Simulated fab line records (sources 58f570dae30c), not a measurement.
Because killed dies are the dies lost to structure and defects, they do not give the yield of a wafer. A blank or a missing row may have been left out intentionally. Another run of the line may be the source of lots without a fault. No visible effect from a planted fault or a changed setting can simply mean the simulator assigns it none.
Which of the tools did it? | flow berkeleyCmos170 | 14 lots, 42 wafers sampled, at 6 steps of a route of 331

== WHAT EACH GAUGE READ, for each wafer ==
UCB170_NWELL_THK_MEAS_05. Usual: NWELL_NITRIDE_THK gives 223.8 nm (standard deviation 1.9).
lot  | measured    | on           | NWELL_NITRIDE_THK (nm) | flag
L144 | day 2 10:35 | filmMetro-03 | 224.1 223.4 223.3      | 
L145 | day 2 10:35 | filmMetro-02 | 225.6 226.5 225.7      | 
L149 | day 3 12:40 | filmMetro-03 | 224.2 223.3 224.5      | 
L150 | day 3 20:39 | filmMetro-02 | 223.5 223.8 222.5      | 
L151 | day 3 20:39 | filmMetro-04 | 219.1 218.3 218.1      | 
L152 | day 4 04:34 | filmMetro-02 | 221.8 222.6 222.0      | 
L153 | day 4 04:34 | filmMetro-03 | 223.3 224.4 225.7      | 
L154 | day 4 21:01 | filmMetro-02 | 224.6 223.6 221.8      | 
L155 | day 4 21:00 | filmMetro-04 | 225.9 225.3 225.3      | 
L156 | day 5 04:07 | filmMetro-02 | 381.1 379.6 378.5      | OFF
L157 | day 5 04:07 | filmMetro-03 | 381.4 380.6 379.7      | OFF
L159 | day 5 16:22 | filmMetro-03 | 223.8 223.3 224.9      | 
L166 | day 7 02:47 | filmMetro-02 | 225.1 225.1 226.9      | 
L167 | day 7 02:47 | filmMetro-03 | 223.6 222.3 222.4      | 

UCB170_ACTIVE_OVL_MEAS_14. Usual: ACTIVE_OVL gives -1 nm (standard deviation 5.9).
lot  | measured    | on         | ACTIVE_OVL (nm) | flag
L144 | day 5 01:32 | overlay-02 | 9 -1 3          | 
L145 | day 5 00:55 | overlay-01 | 1 5 -2          | 
L149 | day 5 21:47 | overlay-02 | -8 -4 -7        | 
L150 | day 6 04:26 | overlay-01 | 8 1 -4          | 
L151 | day 6 03:54 | overlay-01 | 1 1 6           | 
L152 | day 6 13:07 | overlay-01 | -9 -10 -14      | 
L153 | day 6 12:59 | overlay-01 | 0 -1 -2         | 
L154 | day 7 07:20 | overlay-01 | 9 4 7           | 
L155 | day 7 07:29 | overlay-01 | 2 0 2           | 
L159 | day 7 23:14 | overlay-01 | -1 -3 2         | 
L166 | day 9 17:57 | overlay-02 | 0 -9 -7         | 
L167 | day 9 18:11 | overlay-02 | -1 3 -10        | 

UCB170_PVT_OVL_MEAS_06. Usual: PVT_OVL gives 2 nm (standard deviation 5.8).
lot  | measured     | on         | PVT_OVL (nm) | flag
L144 | day 6 13:28  | overlay-01 | 3 -2 2       | 
L145 | day 6 13:45  | overlay-01 | -4 2 -3      | 
L149 | day 7 11:25  | overlay-01 | 3 1 -3       | 
L150 | day 7 23:23  | overlay-01 | -3 -1 -4     | 
L151 | day 7 23:38  | overlay-01 | 1 3 5        | 
L152 | day 8 06:45  | overlay-01 | 6 15 5       | 
L153 | day 8 06:19  | overlay-01 | 6 -1 -1      | 
L154 | day 9 02:26  | overlay-01 | -3 -7 -8     | 
L155 | day 9 02:43  | overlay-01 | 13 12 8      | 
L159 | day 9 18:19  | overlay-02 | 0 1 7        | 
L166 | day 11 08:32 | overlay-02 | -1 -6 -4     | 
L167 | day 11 08:10 | overlay-01 | 4 4 11       | 

UCB170_M2_OVL_MEAS_16. Usual: M2_OVL gives 0 nm (standard deviation 6.6).
lot  | measured     | on         | M2_OVL (nm) | flag
L144 | day 8 13:54  | overlay-02 | 4 -5 0      | 
L145 | day 8 13:35  | overlay-02 | 5 5 -2      | 
L149 | day 9 12:04  | overlay-02 | -2 -6 5     | 
L150 | day 10 02:10 | overlay-01 | 5 -6 0      | 
L151 | day 10 01:50 | overlay-01 | -16 -10 -12 | 
L152 | day 10 13:27 | overlay-02 | -1 -2 9     | 
L153 | day 10 08:47 | overlay-01 | 5 16 6      | 
L154 | day 11 11:07 | overlay-02 | 4 2 0       | 
L155 | day 11 10:23 | overlay-02 | 6 -6 -2     | 
L159 | day 11 14:10 | overlay-01 | -3 -6 6     | 
L166 | day 13 08:41 | overlay-02 | 7 -3 4      | 
L167 | day 13 09:11 | overlay-02 | 8 0 6       | 

== WHICH TOOL RAN EACH LOT (tool, then ch and the chambers of the sampled wafers, then the start) ==
lot  | UCB170_NWELL_CVD_04        | UCB170_NWELL_ETCH_13
L144 | lpcvd-01 ch 0, day 2 08:38 | rieDiel-03 ch 2,3, day 2 11:52
L145 | lpcvd-01 ch 0, day 2 08:38 | rieDiel-02 ch 2,3, day 2 11:38
L149 | lpcvd-01 ch 0, day 3 10:44 | rieDiel-03 ch 0,3, day 3 14:07
L150 | lpcvd-02 ch 0, day 3 18:43 | rieDiel-02 ch 0,2, day 3 21:55
L151 | lpcvd-02 ch 1, day 3 18:43 | rieDiel-01 ch 0,1,3, day 3 21:43
L152 | lpcvd-02 ch 1, day 4 02:38 | rieDiel-01 ch 0,1,2, day 4 05:39
L153 | lpcvd-02 ch 1, day 4 02:38 | rieDiel-03 ch 0,2,3, day 4 05:56
L154 | lpcvd-01 ch 0, day 4 18:06 | rieDiel-02 ch 0,1,3, day 4 22:04
L155 | lpcvd-01 ch 0, day 4 18:06 | rieDiel-01 ch 2,3, day 4 22:11
L156 | lpcvd-01 ch 1, day 5 02:10 | rieDiel-01 ch 1,3, day 5 05:02
L157 | lpcvd-01 ch 0, day 5 02:10 | rieDiel-03 ch 0,2,3, day 5 05:19
L159 | lpcvd-02 ch 1, day 5 14:25 | rieDiel-03 ch 0,1, day 5 17:27
L166 | lpcvd-02 ch 1, day 7 00:51 | rieDiel-03 ch 1,2,3, day 7 03:59
L167 | lpcvd-02 ch 0, day 7 00:51 | rieDiel-02 ch 0,1,3, day 7 04:32
- UCB170_NWELL_CVD_04: deposits Si3N4 from SiH2Cl2/NH3, target thk 224 nm, time 3360 s.
- UCB170_NWELL_ETCH_13: etches Si3N4 in CH3F/Ar/O2, stops on SiO2, target depth 246.4 nm, time 154 s.

== WHAT THE TOOLS THEMSELVES READ (means of the sampled wafers that have a number; where no wafer has one, the mark that the record gives instead) ==
UCB170_NWELL_CVD_04. Usual: nh3FlowSccm 75.00 sccm, standard deviation 0.28; spikeTcCentreC 803.6 C, standard deviation 1.3; spikeTcLoadC 824.9 C, standard deviation 1.3; spikeTcSourceC 824.4 C, standard deviation 2.8; susceptorTempC 799.9 C, standard deviation 0.37; zonePowerLoadPct 21.2 %, standard deviation 0.52.
lot  | tool     | nh3FlowSccm (sccm) | spikeTcCentreC (C) | spikeTcLoadC (C) | spikeTcSourceC (C) | susceptorTempC (C) | zonePowerLoadPct (%) | flag
L144 | lpcvd-01 | 75.23              | 804.6              | 825.2            | 826.1              | 799.6              | 21.1                 | 
L145 | lpcvd-01 | 74.83              | 803.7              | 825.3            | 825.8              | 799.9              | 21.1                 | 
L149 | lpcvd-01 | 75.07              | 803.6              | 825.7            | 827.7              | 799.8              | 21.2                 | 
L150 | lpcvd-02 | 74.54              | 802.1              | 827.2            | 821.0              | 800.0              | 21.1                 | 
L151 | lpcvd-02 | 74.72              | 804.6              | 823.4            | 820.4              | 799.6              | 20.4                 | 
L152 | lpcvd-02 | 74.87              | 804.3              | 823.7            | 820.3              | 799.6              | 20.5                 | 
L153 | lpcvd-02 | 75.06              | 804.4              | 825.3            | 820.5              | 800.2              | 20.3                 | 
L154 | lpcvd-01 | 75.46              | 803.5              | 824.4            | 826.9              | 799.9              | 21.1                 | 
L155 | lpcvd-01 | 74.94              | 804.1              | 825.4            | 827.4              | 800.0              | 21.1                 | 
L156 | lpcvd-01 | 75.19              | 838.6              | 859.8            | 860.3              | 834.7              | 24.4                 | OFF
L157 | lpcvd-01 | 74.71              | 839.3              | 861.0            | 862.4              | 834.9              | 23.6                 | OFF
L159 | lpcvd-02 | 74.93              | 805.6              | 823.2            | 821.3              | 800.1              | 20.6                 | 
L166 | lpcvd-02 | 75.00              | 803.9              | 824.5            | 820.3              | 800.4              | 20.5                 | 
L167 | lpcvd-02 | 74.97              | 801.5              | 827.2            | 822.0              | 799.3              | 20.9                 | 

UCB170_NWELL_ETCH_13. Usual: drypumpMotorCurrentA 5.3 A, standard deviation 0.4; oesProductAu 0.940 a.u., standard deviation 0.013; throttleValvePct 8.05 %, standard deviation 0.17.
lot  | tool       | drypumpMotorCurrentA (A) | oesProductAu (a.u.) | throttleValvePct (%) | flag
L144 | rieDiel-03 | 5.8                      | 0.942               | 7.91                 | 
L145 | rieDiel-02 | 5.1                      | 0.945               | 8.00                 | 
L149 | rieDiel-03 | 5.6                      | 0.954               | 8.05                 | 
L150 | rieDiel-02 | 5.1                      | 0.950               | 7.86                 | 
L151 | rieDiel-01 | 5.3                      | 0.926               | 8.21                 | 
L152 | rieDiel-01 | 5.2                      | 0.925               | 8.22                 | 
L153 | rieDiel-03 | 5.5                      | 0.943               | 7.95                 | 
L154 | rieDiel-02 | 5.1                      | 0.936               | 7.99                 | 
L155 | rieDiel-01 | 5.1                      | 0.951               | 8.12                 | 
L156 | rieDiel-01 | 5.4                      | 1.001               | 8.28                 | OFF
L157 | rieDiel-03 | 5.5                      | 1.003               | 7.96                 | OFF
L159 | rieDiel-03 | 5.5                      | 0.946               | 8.02                 | 
L166 | rieDiel-03 | 5.7                      | 0.938               | 7.88                 | 
L167 | rieDiel-02 | 5.1                      | 0.938               | 7.99                 | 

== THE ANSWER, worked out from the rows above alone ==
Rule: a lot is off if the mean of its wafers that have a number lies more than 3 standard deviations from the usual mean. A lot without any number at a reading at which 4 lots or more have one is off too. Where the step has rows for the other lots, those lots are counted as sound. After the gauges, taken in route order, come the tools' own readings; for these a lot's mean is taken, as printed above. At the first step where some lot is off, the reading lying furthest off is the one used; lots without a number count as furthest.
Off: L156, L157, seen at UCB170_NWELL_THK_MEAS_05 (NWELL_NITRIDE_THK).
A tool fits if, at a process step before that reading, it ran every lot that is off, and no sound lot after the first of them. The gauges at UCB170_NWELL_THK_MEAS_05 aren't tried: what is off there is off at UCB170_NWELL_CVD_04 too, on other tools, and a gauge's error can't cause that. One candidate fits, namely lpcvd-01 at UCB170_NWELL_CVD_04. Its last sound lot is L154 (day 4 18:06), its first lot that is off L156 (day 5 02:10): a fault that began between those two fits.
The tool's own readings at UCB170_NWELL_CVD_04 bear it out: on the lots that are off they differ by more than 5 times the standard deviation of the sound lots' means. spikeTcCentreC reads 839.0 C there against 803.8 C on the sound lots; spikeTcLoadC reads 860.4 C there against 825.0 C on the sound lots; spikeTcSourceC reads 861.3 C there against 823.3 C on the sound lots; susceptorTempC reads 834.8 C there against 799.9 C on the sound lots; zonePowerLoadPct reads 24.0 % there against 20.8 % on the sound lots.

== WHAT THE SIMULATOR HAD INSERTED ==
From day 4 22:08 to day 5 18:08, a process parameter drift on lpcvd-01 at UCB170_NWELL_CVD_04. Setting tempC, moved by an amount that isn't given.
Shown lots that were struck: L157, L156. The rule above found the same.
